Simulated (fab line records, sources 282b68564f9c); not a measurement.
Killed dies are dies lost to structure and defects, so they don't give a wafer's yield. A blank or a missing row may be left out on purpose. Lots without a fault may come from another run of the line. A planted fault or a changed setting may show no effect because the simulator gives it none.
fab line records | flow rit_cmos
record lots=6 wafers=18 last_day=6
route steps=202 shown PLDD@116 SPACER@125 NSD@131 PSD@142 SDANNEAL@153 SILICIDE@161 M1@201
lots that met no fault: from a run of the same line without faults
start_h: hours from the record's first day to the start of the lot's first wafer shown | wait_h: hours since the lot's step before | " the same as in the row above | L1.1+2: a row that stands for several wafers | - no value, or no start given | * or withheld: withheld | < > ~ a bound
route shown NAME@n: a module of which the file shows steps, and the number in the route of the first | usual: mean/standard deviation of fault-free wafers | same: alike in all rows | chamber/n: place in a boat | sites: the reading at each site | _std_site: their standard deviation | _edge_site: outer sites' mean less inner sites' | radius_mm: how far each site lies from the wafer's centre | mask NAME#n: copy n | behind: the tool/chamber that last shaped the wafer | hold: why the lot was held/for how many hours/how that ended | device: the transistor (n, p or np) that didn't switch | end of line: the same wafers' tests at the end of the route | a step without rows: its recipe alone | killed: dies lost to structure and defects at the first sort, not the wafer's yield | map: a wafer's dies, x killed, . not, _ none there
set.NAME: the setting as run; set.NAME@STEP: as run at that earlier step | model.NAME: the simulator's own value behind a step, which no gauge read
lots at some steps of the route; a table a step, a row a wafer
services: from which hour (start_h, from the record's first day; less than 0 if before it) a tool's chamber was out of use, for how many hours, and why
## steps
# step RIT_PLDD_SOFTBAKE_02
# recipe resist=NOVOLAK temp_c=90 time_s=60
# step RIT_PLDD_EXPOSE_03
# recipe mask_id=M8 na=0.57 target_cd_nm=40900 dose_mj=250
# step RIT_PLDD_PEB_04
# recipe resist=NOVOLAK temp_c=withheld time_s=withheld
# step RIT_PLDD_DEVELOP_05
# recipe resist=NOVOLAK develop_time_s=50 dev_temp_c=23
# step RIT_PLDD_OVL_MEAS_06
# usual PLDD_OVL=-0.2/1.4
# columns lot.wafer tool chamber start_h wait_h PLDD_OVL[nm]
L900.2 overlay-01 - 53.85 - 0.5
L900.3 " - " " 0.4
L900.6 " - " " 1.3
L906.2 overlay-02 - 82.57 - -0.6
L906.3 " - " " -0.8
L906.5 " - " " 1.2
L909.3 overlay-02 - 95.79 - -0.1
L909.5 " - " " 0.5
L909.6 " - " " 0.5
L910.3 overlay-02 - 99.40 - -0.1
L910.4 " - " " -1.4
L910.6 " - " " -0.4
L914.4 overlay-01 - 115.05 - 0.7
L914.5 " - " " 1.3
L914.6 " - " " 0.3
L917.1 overlay-01 - 134.38 - -0.4
L917.2 " - " " -1.1
L917.3 " - " " -1.2
# step RIT_PLDD_HARDBAKE_07
# recipe resist=NOVOLAK temp_c=140 time_s=60
# step RIT_PLDD_IMPLANT_08
# recipe species=BF2 energy_kev=20 dose_cm2=9e+14 tilt_deg=7
# step RIT_PLDD_STRIP_09
# recipe chemistry=O2 time_s=180 resist=NOVOLAK platen_temp_c=withheld power_w=500 pressure_mtorr=4000 o2_flow_sccm=4000
# usual drypump_motor_current_A=5.7/0.33
# columns lot.wafer tool chamber start_h wait_h drypump_motor_current_A rf_hours_counter_h
L900.2 plasma_asher-02 1 54.18 0.1 5.7 42
L900.3 " 0 " " 6.3 -
L900.6 " 1 " " 5.7 -
L906.2 plasma_asher-04 1 82.90 0.1 5.7 39
L906.3 " 1 " " 5.7 -
L906.5 " 1 " " 5.7 -
L909.3 plasma_asher-03 0 96.17 0.1 5.8 -
L909.5 " 1 " " 5.3 -
L909.6 " 0 " " 5.8 -
L910.3 plasma_asher-02 0 99.78 0.1 6.3 -
L910.4 " 1 " " 5.7 -
L910.6 " 0 " " 6.3 -
L914.4 plasma_asher-02 0 115.42 0.1 6.3 -
L914.5 " 1 " " 5.7 -
L914.6 " 0 " " 6.3 -
L917.1 plasma_asher-04 0 134.72 0.1 5.3 2
L917.2 " 1 " " 5.7 2
L917.3 " 1 " " 5.7 -
# step RIT_PLDD_TW_MEAS_10
# usual PLDD_TW=2363/11
# columns lot.wafer tool chamber start_h wait_h PLDD_TW
L900.2 film_metro-01 - 54.37 0.1 2358
L900.3 " - " " 2344
L900.6 " - " " 2364
L906.2 film_metro-02 - 83.08 0.1 2358
L906.3 " - " " 2366
L906.5 " - " " 2358
L909.3 film_metro-02 - 96.31 0.1 2366
L909.5 " - " " 2363
L909.6 " - " " 2363
L910.3 film_metro-02 - 99.92 0.1 2345
L910.4 " - " " 2349
L910.6 " - " " 2356
L914.4 film_metro-02 - 115.57 0.1 2358
L914.5 " - " " 2354
L914.6 " - " " 2351
L917.1 film_metro-01 - 134.89 0.1 2354
L917.2 " - " " 2371
L917.3 " - " " 2353
# step RIT_SPACER_CLEAN_00
# recipe chemistry=SC1 mix=3:3:50 time_s=600 temp_c=75
# step RIT_SPACER_CLEAN_01
# recipe chemistry=dHF dilution=50:1 time_s=30
# step RIT_SPACER_CLEAN_02
# recipe chemistry=SC2 mix=3:3:50 time_s=600 temp_c=75 dry=n2_spin
# step RIT_SPACER_CVD_03
# recipe material=Si3N4 target_thk_nm=250 temp_c=810 precursor=SiH2Cl2/NH3 time_s=3300 pressure_mtorr=300 sih2cl2_flow_sccm=60 nh3_flow_sccm=150
# usual pressure_mtorr=300.0/0.63 zone_power_load_pct=21/4.2 zone_power_source_pct=22.0/1.7
# columns lot.wafer tool chamber start_h wait_h pressure_mtorr zone_power_load_pct zone_power_source_pct model.Si3N4_of_SPACER_CVD_03.thk_nm
L900.2 lpcvd-02 0 54.79 0.0 299.5 18 21.8 247.9
L900.3 " 0 " " 300.3 18 21.9 247.7
L900.6 " 0 " " 299.3 18 21.8 245.1
L906.2 lpcvd-02 1 83.50 0.0 300.0 21 23.1 247.7
L906.3 " 1 " " 300.0 22 23.4 247.8
L906.5 " 1 " " 300.4 21 23.2 248.1
L909.3 lpcvd-02 0 96.72 0.0 300.4 18 22.0 82.08
L909.5 " 0 " " 300.5 18 21.5 82.1
L909.6 " 0 " " 300.3 19 21.8 82.13
L910.3 lpcvd-01 1 100.56 0.2 300.3 17 23.9 248.8
L910.4 " 1 " " 300.2 17 24.3 246.9
L910.6 " 1 " " 301.0 17 24.0 245.1
L914.4 lpcvd-02 0 116.37 0.4 300.4 18 21.7 84.5
L914.5 " 0 " " 300.6 18 21.7 80.44
L914.6 " 0 " " 300.9 18 21.7 79.89
L917.1 lpcvd-01 1 135.36 0.0 299.5 17 24.5 247.8
L917.2 " 1 " " 300.4 17 24.2 247.7
L917.3 " 1 " " 300.1 18 23.5 249.1
# step RIT_SPACER_THK_MEAS_04
# recipe reads=Si3N4_of_SPACER_CVD_03
# usual SPACER_NITRIDE_THK=248.2/2
# columns lot.wafer tool chamber start_h wait_h SPACER_NITRIDE_THK[nm]
L900.2 film_metro-04 - 56.71 0.0 247.7
L900.3 " - " " 247.6
L900.6 " - " " 245.1
L906.2 film_metro-01 - 85.42 0.0 247.6
L906.3 " - " " 247.8
L906.5 " - " " 248.0
L909.3 film_metro-04 - 98.65 0.0 82.1
L909.5 " - " " 82.1
L909.6 " - " " 82.1
L910.3 film_metro-04 - 102.49 0.0 248.7
L910.4 " - " " 247.1
L910.6 " - " " 245.0
L914.4 film_metro-04 - 118.32 0.0 84.5
L914.5 " - " " 80.4
L914.6 " - " " 79.9
L917.1 film_metro-01 - 137.27 0.0 247.8
L917.2 " - " " 247.6
L917.3 " - " " 249.1
# step RIT_SPACER_ETCHBACK_05
# recipe target_depth_a=2500 SF6_flow_sccm=30 CHF3_flow_sccm=30 target=Si3N4 chemistry=SF6/CHF3 pressure_mtorr=40 rf_w=250 time_s=240 stop_on=SiO2
# usual drypump_motor_current_A=5.6/0.51 oes_product_au=0.841/0.014 throttle_valve_pct=10.30/0.1
# columns lot.wafer tool chamber start_h wait_h drypump_motor_current_A oes_product_au rf_hours_counter_h throttle_valve_pct model.etch.depth_nm
L900.2 rie_diel-04 2 56.76 0.0 5.0 0.843 3 10.36 247.9
L900.3 " 3 " " 5.8 0.864 112 10.21 247.7
L900.6 " 0 " " 5.1 0.842 - 10.32 245.1
L906.2 rie_diel-04 3 85.47 0.0 5.8 0.856 113 10.23 247.7
L906.3 " 2 " " 5.0 0.846 3 10.34 247.8
L906.5 " 0 " " 5.1 0.854 - 10.34 248.1
L909.3 rie_diel-01 0 98.69 0.0 5.6 0.425 19 10.24 82.08
L909.5 " 2 " " 6.0 0.434 - 10.25 82.1
L909.6 " 1 " " 5.6 0.425 - 10.08 82.13
L910.3 rie_diel-04 3 102.53 0.0 5.8 0.851 113 10.23 248.8
L910.4 " 0 " " 5.1 0.854 83 10.33 246.9
L910.6 " 1 " " 4.9 0.823 - 10.38 245.1
L914.4 rie_diel-03 0 118.35 0.0 5.2 0.443 5 10.05 84.5
L914.5 " 3 " " 5.7 0.427 - 10.17 80.44
L914.6 " 0 " " 5.2 0.437 - 10.04 79.89
L917.1 rie_diel-04 3 137.33 0.1 5.8 0.853 114 10.21 247.8
L917.2 " 1 " " 4.9 0.839 111 10.40 247.7
L917.3 " 2 " " 5.0 0.841 4 10.36 249.1
# step RIT_NSD_HMDS_00
# recipe prime_time_s=60 prime_temp_c=140
# step RIT_NSD_COAT_01
# recipe resist=NOVOLAK spin_rpm=3250 resist_thk_nm=1000
# step RIT_NSD_SOFTBAKE_02
# recipe resist=NOVOLAK temp_c=90 time_s=60
# step RIT_NSD_EXPOSE_03
# recipe mask_id=M9 na=0.57 target_cd_nm=40700 dose_mj=250
# step RIT_NSD_PEB_04
# recipe resist=NOVOLAK temp_c=withheld time_s=withheld
# step RIT_NSD_DEVELOP_05
# recipe resist=NOVOLAK develop_time_s=50 dev_temp_c=23
# step RIT_NSD_OVL_MEAS_06
# usual NSD_OVL=-0.7/1.6
# columns lot.wafer tool chamber start_h wait_h NSD_OVL[nm]
L900.2 overlay-01 - 57.90 - -2.7
L900.3 " - " " -0.4
L900.6 " - " " -2.6
L906.2 overlay-02 - 86.48 - -2.4
L906.3 " - " " -2.5
L906.5 " - " " -1.5
L909.3 overlay-01 - 99.78 - 2.6
L909.5 " - " " 1.2
L909.6 " - " " 2.0
L910.3 overlay-01 - 103.67 - -1.0
L910.4 " - " " -1.2
L910.6 " - " " -3.5
L914.4 overlay-02 - 119.49 - -3.7
L914.5 " - " " -1.3
L914.6 " - " " 0.3
L917.1 overlay-01 - 138.58 - -0.1
L917.2 " - " " -0.2
L917.3 " - " " -0.2
# step RIT_NSD_HARDBAKE_07
# recipe resist=NOVOLAK temp_c=140 time_s=60
# step RIT_NSD_IMPLANT_08
# recipe species=P energy_kev=25 dose_cm2=1e+15 tilt_deg=7
# step RIT_NSD_STRIP_09
# recipe chemistry=O2 time_s=180 resist=NOVOLAK platen_temp_c=withheld power_w=500 pressure_mtorr=4000 o2_flow_sccm=4000
# usual drypump_motor_current_A=5.8/0.33
# columns lot.wafer tool chamber start_h wait_h drypump_motor_current_A rf_hours_counter_h
L900.2 plasma_asher-01 0 58.23 0.1 6.2 27
L900.3 " 0 " " 6.2 -
L900.6 " 0 " " 6.2 -
L906.2 plasma_asher-02 0 86.81 0.1 6.3 45
L906.3 " 0 " " 6.3 -
L906.5 " 0 " " 6.3 -
L909.3 plasma_asher-03 0 100.17 0.1 5.8 -
L909.5 " 1 " " 5.3 -
L909.6 " 0 " " 5.8 -
L910.3 plasma_asher-03 0 104.18 0.1 5.8 -
L910.4 " 1 " " 5.4 -
L910.6 " 0 " " 5.8 -
L914.4 plasma_asher-02 1 119.86 0.1 5.7 -
L914.5 " 0 " " 6.3 -
L914.6 " 1 " " 5.7 -
L917.1 plasma_asher-03 1 138.91 0.1 5.3 53
L917.2 " 0 " " 5.8 53
L917.3 " 1 " " 5.3 -
# step RIT_NSD_TW_MEAS_10
# usual NSD_TW=3141/14
# columns lot.wafer tool chamber start_h wait_h NSD_TW
L900.2 film_metro-02 - 58.41 0.1 3139
L900.3 " - " " 3130
L900.6 " - " " 3128
L906.2 film_metro-01 - 86.99 0.1 3146
L906.3 " - " " 3152
L906.5 " - " " 3156
L909.3 film_metro-01 - 100.30 0.1 3133
L909.5 " - " " 3164
L909.6 " - " " 3125
L910.3 film_metro-02 - 104.31 0.1 3120
L910.4 " - " " 3131
L910.6 " - " " 3122
L914.4 film_metro-01 - 120.01 0.1 3157
L914.5 " - " " 3117
L914.6 " - " " 3134
L917.1 film_metro-01 - 139.09 0.1 3158
L917.2 " - " " 3137
L917.3 " - " " 3147
# step RIT_PSD_HMDS_00
# recipe prime_time_s=60 prime_temp_c=140
# step RIT_PSD_COAT_01
# recipe resist=NOVOLAK spin_rpm=3250 resist_thk_nm=1000
# step RIT_PSD_SOFTBAKE_02
# recipe resist=NOVOLAK temp_c=90 time_s=60
# step RIT_PSD_EXPOSE_03
# recipe mask_id=M10 na=0.57 target_cd_nm=40900 dose_mj=250
# step RIT_PSD_PEB_04
# recipe resist=NOVOLAK temp_c=withheld time_s=withheld
# step RIT_PSD_DEVELOP_05
# recipe resist=NOVOLAK develop_time_s=50 dev_temp_c=23
# step RIT_PSD_OVL_MEAS_06
# usual PSD_OVL=1.2/1.6
# columns lot.wafer tool chamber start_h wait_h PSD_OVL[nm]
L900.2 overlay-01 - 59.44 - -0.1
L900.3 " - " " 0.4
L900.6 " - " " 0.8
L906.2 overlay-01 - 88.30 - 1.6
L906.3 " - " " -0.5
L906.5 " - " " 0.5
L909.3 overlay-02 - 101.20 - 1.9
L909.5 " - " " 1.8
L909.6 " - " " 2.0
L910.3 overlay-01 - 105.34 - -0.5
L910.4 " - " " -1.1
L910.6 " - " " 0.1
L914.4 overlay-01 - 121.03 - 1.4
L914.5 " - " " 1.7
L914.6 " - " " 2.7
L917.1 overlay-01 - 140.00 - 3.6
L917.2 " - " " 3.5
L917.3 " - " " 4.1
# step RIT_PSD_HARDBAKE_07
# recipe resist=NOVOLAK temp_c=140 time_s=60
# step RIT_PSD_IMPLANT_08
# recipe species=BF2 energy_kev=27 dose_cm2=5e+15 tilt_deg=7
# step RIT_PSD_STRIP_09
# recipe chemistry=O2 time_s=180 resist=NOVOLAK platen_temp_c=withheld power_w=500 pressure_mtorr=4000 o2_flow_sccm=4000
# usual drypump_motor_current_A=5.7/0.3
# columns lot.wafer tool chamber start_h wait_h drypump_motor_current_A rf_hours_counter_h
L900.2 plasma_asher-01 1 59.77 0.1 5.6 27
L900.3 " 1 " " 5.6 -
L900.6 " 0 " " 6.2 -
L906.2 plasma_asher-04 1 88.75 0.1 5.7 39
L906.3 " 1 " " 5.7 -
L906.5 " 1 " " 5.7 -
L909.3 plasma_asher-01 1 101.59 0.1 5.6 -
L909.5 " 0 " " 6.2 -
L909.6 " 1 " " 5.6 -
L910.3 plasma_asher-04 0 105.72 0.1 5.3 -
L910.4 " 1 " " 5.7 -
L910.6 " 1 " " 5.7 -
L914.4 plasma_asher-04 1 121.41 0.1 5.7 -
L914.5 " 1 " " 5.7 -
L914.6 " 0 " " 5.4 -
L917.1 plasma_asher-03 1 140.34 0.1 5.3 53
L917.2 " 0 " " 5.8 53
L917.3 " 1 " " 5.3 -
# step RIT_PSD_TW_MEAS_10
# usual PSD_TW=3448/18
# columns lot.wafer tool chamber start_h wait_h PSD_TW
L900.2 film_metro-01 - 59.96 0.1 3435
L900.3 " - " " 3421
L900.6 " - " " 3440
L906.2 film_metro-01 - 88.93 0.1 3467
L906.3 " - " " 3462
L906.5 " - " " 3468
L909.3 film_metro-02 - 101.72 0.1 3414
L909.5 " - " " 3445
L909.6 " - " " 3438
L910.3 film_metro-01 - 105.86 0.1 3462
L910.4 " - " " 3451
L910.6 " - " " 3457
L914.4 film_metro-02 - 121.56 0.1 3464
L914.5 " - " " 3453
L914.6 " - " " 3465
L917.1 film_metro-02 - 140.54 0.1 3442
L917.2 " - " " 3455
L917.3 " - " " 3458
# step RIT_SDANNEAL_CLEAN_00
# recipe chemistry=SC1 mix=3:3:50 time_s=600 temp_c=75
# step RIT_SDANNEAL_CLEAN_01
# recipe chemistry=dHF dilution=50:1 time_s=30
# step RIT_SDANNEAL_CLEAN_02
# recipe chemistry=SC2 mix=3:3:50 time_s=600 temp_c=75 dry=n2_spin
# step RIT_SDANNEAL_RTA_03
# recipe temp_c=1050 time_s=5 idle_temp_c=600 ramp_up_c_per_s=342 ramp_down_c_per_s=171 cool_to_c=600 ambient=N2
# usual wafer_temp_C_max=1053.5/1.2
# columns lot.wafer tool chamber start_h wait_h wafer_temp_C_max
L900.2 rtp_anneal-01 0 60.73 0.0 1052.6
L900.3 " 0 " " 1053.6
L900.6 " 0 " " 1052.0
L906.2 rtp_anneal-01 0 89.36 0.0 1053.4
L906.3 " 0 " " 1052.5
L906.5 " 0 " " 1053.2
L909.3 rtp_anneal-02 0 102.15 0.0 1052.6
L909.5 " 0 " " 1053.6
L909.6 " 0 " " 1054.8
L910.3 rtp_anneal-01 0 106.29 0.0 1055.2
L910.4 " 0 " " 1053.6
L910.6 " 0 " " 1052.6
L914.4 rtp_anneal-01 0 121.98 0.0 1052.7
L914.5 " 0 " " 1054.3
L914.6 " 0 " " 1052.9
L917.1 rtp_anneal-02 0 140.98 0.0 1052.3
L917.2 " 0 " " 1054.0
L917.3 " 0 " " 1051.6
# step RIT_SDANNEAL_RS_MEAS_04
# recipe thk_meas_gauge=four-point-probe
# usual PSD_RS=115.93/0.28
# columns lot.wafer tool chamber start_h wait_h PSD_RS[ohm/sq]
L900.2 film_metro-02 - 60.80 0.1 115.78
L900.3 " - " " 116.25
L900.6 " - " " 115.97
L906.2 film_metro-01 - 89.47 0.1 116.19
L906.3 " - " " 116.10
L906.5 " - " " 115.67
L909.3 film_metro-01 - 102.23 0.1 116.12
L909.5 " - " " 115.73
L909.6 " - " " 115.67
L910.3 film_metro-02 - 106.36 0.1 115.52
L910.4 " - " " 115.89
L910.6 " - " " 115.77
L914.4 film_metro-01 - 122.07 0.1 116.02
L914.5 " - " " 116.11
L914.6 " - " " 115.86
L917.1 film_metro-01 - 141.04 0.0 116.29
L917.2 " - " " 116.08
L917.3 " - " " 116.23
# step RIT_SILICIDE_WET_ETCH_00
# recipe chemistry=BOE target=SiO2 target_depth_nm=14 time_s=15 dry=n2_spin dilution=10:1 temp_c=21.5
# usual bath_heat_duty_pct=1.7/0.4
# columns lot.wafer tool chamber start_h wait_h bath_heat_duty_pct model.Si3N4_of_SPACER_CVD_03.thk_nm
L900.2 wet_bench-02 0 61.26 0.1 1.9 191.2
L900.3 " 0 " " 1.9 193.3
L900.6 " 0 " " 1.9 190
L906.2 wet_bench-02 3 89.93 0.1 1.3 193
L906.3 " 3 " " 2.0 192
L906.5 " 3 " " 2.2 192.7
L909.3 wet_bench-02 1 102.67 0.1 2.5 63.08
L909.5 " 1 " " 2.3 62.98
L909.6 " 1 " " 2.0 63.3
L910.3 wet_bench-02 1 106.80 0.1 2.1 194.3
L910.4 " 1 " " 2.6 192.3
L910.6 " 1 " " 2.0 191.3
L914.4 wet_bench-04 2 122.49 0.0 1.3 65.35
L914.5 " 2 " " 2.4 62.23
L914.6 " 2 " " 1.9 61.75
L917.1 wet_bench-02 1 141.52 0.1 2.0 193.5
L917.2 " 1 " " 1.8 192.6
L917.3 " 1 " " 1.8 193
# step RIT_M1_BOW_MEAS_16
# recipe mode=bow
# usual M1_BOW=16/6.5
# columns lot.wafer tool chamber start_h wait_h M1_BOW[um]
L900.2 film_metro-01 - 68.11 0.0 18
L900.3 " - " " 20
L900.6 " - " " 13
L906.2 film_metro-02 - 96.87 0.0 23
L906.3 " - " " 10
L906.5 " - " " 7
L909.3 film_metro-02 - 109.36 0.0 -11
L909.5 " - " " -10
L909.6 " - " " 1
L910.3 film_metro-01 - 113.63 0.0 7
L910.4 " - " " 18
L910.6 " - " " 13
L914.4 film_metro-01 - 129.33 0.1 4
L914.5 " - " " -1
L914.6 " - " " 0
L917.1 film_metro-02 - 148.52 0.0 21
L917.2 " - " " 9
L917.3 " - " " 13
# step RIT_M1_PROBE_99
# columns lot.wafer tool chamber start_h wait_h model.etest.pldd.rs_ohm_sq model.etest.nldd.rs_ohm_sq model.etest.nplus_sal.width_nm model.etest.pplus_sal.width_nm model.etest.nldd.width_nm model.etest.pldd.width_nm model.etest.pwell_pinched.rs_ohm_sq model.etest.pldd.line_ohm_um
L900.2 prober-02 - 68.26 0.1 510.1 381.3 3472 3481 3179 3168 453.3 158.3
L900.3 prober-02 - 68.31 0.2 528.3 382 3441 3449 3170 3177 456.6 166.7
L900.6 prober-02 - 68.46 0.2 518.1 379.3 3453 3445 3164 3172 463.1 165.3
L906.2 prober-02 - 97.02 0.1 476.7 368.3 3460 3443 3204 3184 455.4 148.9
L906.3 prober-02 - 97.07 0.2 491.7 377 3476 3458 3169 3173 453 156.9
L906.5 prober-02 - 97.17 0.2 480.6 374.1 3450 3457 3195 3193 451 148.6
L909.3 prober-01 - 109.54 0.2 114 102.4 3674 3656 3338 3314 594 33.73
L909.5 prober-01 - 109.64 0.2 107.1 97.9 3670 3692 3333 3344 601.3 32.27
L909.6 prober-01 - 109.69 0.2 140.8 119.8 3680 3685 3344 3337 591.4 41.98
L910.3 prober-02 - 113.81 0.2 544.4 368.7 3421 3411 3174 3171 446.2 172.5
L910.4 prober-02 - 113.86 0.2 523.1 362.1 3443 3449 3168 3188 449.9 162.4
L910.6 prober-02 - 113.96 0.2 525 359.8 3451 3438 3191 3170 455.1 166
L914.4 prober-02 - 129.54 0.2 179.8 141.4 3693 3662 3343 3336 586.9 53.34
L914.5 prober-02 - 129.59 0.2 148.4 121.1 3697 3685 3351 3351 577.3 45.08
L914.6 prober-02 - 129.64 0.2 139 114.5 3678 3673 3341 3348 586.2 41.83
L917.1 prober-01 - 148.64 0.1 560.3 396.2 3462 3450 3185 3180 463.4 173.4
L917.2 prober-01 - 148.69 0.1 592.4 407.8 3462 3467 3200 3207 459.4 182.6
L917.3 prober-01 - 148.74 0.2 545.9 390.3 3472 3480 3223 3201 466.2 168.6
# killed by level:class
L900.2 FOX1:geometric_particle:short=2 GATE:geometric_particle:open=2 SPACER:geometric_particle:open=2 REOX:geometric_particle:open=1 REOX:geometric_particle:short=1 SPACER:geometric_particle:short=1
L900.3 GATE:geometric_particle:short=3 FOX2:geometric_particle:open=2 SPACER:geometric_particle:short=2 REOX:geometric_particle:open=1 SPACER:geometric_particle:open=1
L900.6 SPACER:geometric_particle:short=3 FOX1:geometric_particle:short=2 FOX1:geometric_particle:open=1 GATE:geometric_particle:short=1 SPACER:geometric_particle:open=1
L906.2 FOX1:geometric_particle:short=1 GATE:geometric_particle:open=1 GATE:geometric_particle:short=1 SPACER:geometric_particle:open=1 SPACER:geometric_particle:short=1
L906.3 SILICIDE:geometric_particle:short=2 GATE:geometric_particle:open=1 REOX:geometric_particle:open=1 SPACER:geometric_particle:open=1 SILICIDE:geometric_particle:open=1
L906.5 SILICIDE:geometric_particle:short=3 REOX:geometric_particle:open=2 FOX2:geometric_particle:open=1 GATE:geometric_particle:open=1 GATE:geometric_particle:short=1 REOX:geometric_particle:short=1 SPACER:geometric_particle:open=1 SILICIDE:geometric_particle:open=1
L910.3 GATE:geometric_particle:short=3 FOX1:geometric_particle:short=1 FOX2:geometric_particle:open=1 GATE:geometric_particle:open=1
L910.4 GATE:geometric_particle:short=3 GATE:geometric_particle:open=2
L910.6 FOX1:geometric_particle:short=1 FOX2:geometric_particle:short=1 GATE:geometric_particle:open=1
L917.1 FOX1:geometric_particle:short=1 GATE:geometric_particle:open=1 REOX:geometric_particle:open=1 SPACER:geometric_particle:open=1 SILICIDE:geometric_particle:short=1
L917.2 FOX1:geometric_particle:short=1 FOX1:geometric_particle:open=1 GATE:geometric_particle:short=1 GATE:geometric_particle:open=1 SPACER:geometric_particle:open=1 SILICIDE:geometric_particle:short=1
L917.3 GATE:geometric_particle:short=2 FOX1:geometric_particle:open=1 FOX2:geometric_particle:short=1 GATE:geometric_particle:open=1 SPACER:geometric_particle:short=1
## services
# columns tool chamber start_h hours kind
plasma_asher-01 - 39.76 1.2 repair
rie_diel-01 0 56.66 6.4 repair
rie_diel-04 3 57.05 10.8 repair
plasma_asher-04 - 62.61 0.7 repair
rie_diel-01 1 72.72 9.4 repair
rie_diel-01 3 79.12 24.8 repair
plasma_asher-04 - 91.79 1.4 repair
plasma_asher-04 - 99.32 2.8 repair
plasma_asher-04 - 108.75 9.0 pm
plasma_asher-04 0 108.75 9.0 vent_cycle
plasma_asher-04 1 108.75 9.0 vent_cycle
rie_diel-01 3 109.01 5.2 repair
rie_diel-01 0 109.79 5.3 repair
plasma_asher-04 0 117.75 - clean
plasma_asher-04 1 117.75 - clean
rie_diel-01 1 131.37 7.8 repair
plasma_asher-03 - 141.43 21.0 repair
## key
first_sign step=RIT_SPACER_THK_MEAS_04 reading=SPACER_NITRIDE_THK direction=down sigmas=82 usual=248.2 struck=81.9
effect step=RIT_SPACER_ETCHBACK_05 reading=oes_product_au direction=down sigmas=30 usual=0.841 struck=0.432
effect step=RIT_M1_BOW_MEAS_16 reading=M1_BOW direction=down sigmas=2.9 usual=16 struck=-3
model_effect step=RIT_SPACER_CVD_03 value=Si3N4_of_SPACER_CVD_03.thk_nm without=247.4 struck=81.86
model_effect step=RIT_SPACER_ETCHBACK_05 value=etch.depth_nm without=247.4 struck=81.86
model_effect step=RIT_SILICIDE_WET_ETCH_00 value=Si3N4_of_SPACER_CVD_03.thk_nm without=193.1 struck=63.11
model_effect step=RIT_M1_PROBE_99 value=etest.pldd.rs_ohm_sq without=498.5 struck=138.2
met_at RIT_SPACER_CVD_03
struck_wafers L909.3,L909.5,L909.6,L914.4,L914.5,L914.6
sort_left_out L909.3,L909.5,L909.6,L914.4,L914.5,L914.6
tester_left_out L909,L914
onset_between 54.79 96.72
fault kind=process_parameter_drift tool=lpcvd-02 chamber=0 onset_h=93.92 steps=RIT_SPACER_CVD_03 channel=target_thk_nm offset=-165.5 shape=step end_h=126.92 acts_in=these_recipes_only stated=250
# tester_left_out: of these lots the tester's yield and bins aren't shown, on N5 and GAA mostly nor the transistor test; their killed dies are dies lost to structure and defects alone, not to doping, threshold or leakage, so they don't give the yield
# sort_left_out: the simulated sort isn't trusted on such a fault, so these wafers' sort isn't shown, and their yield isn't known
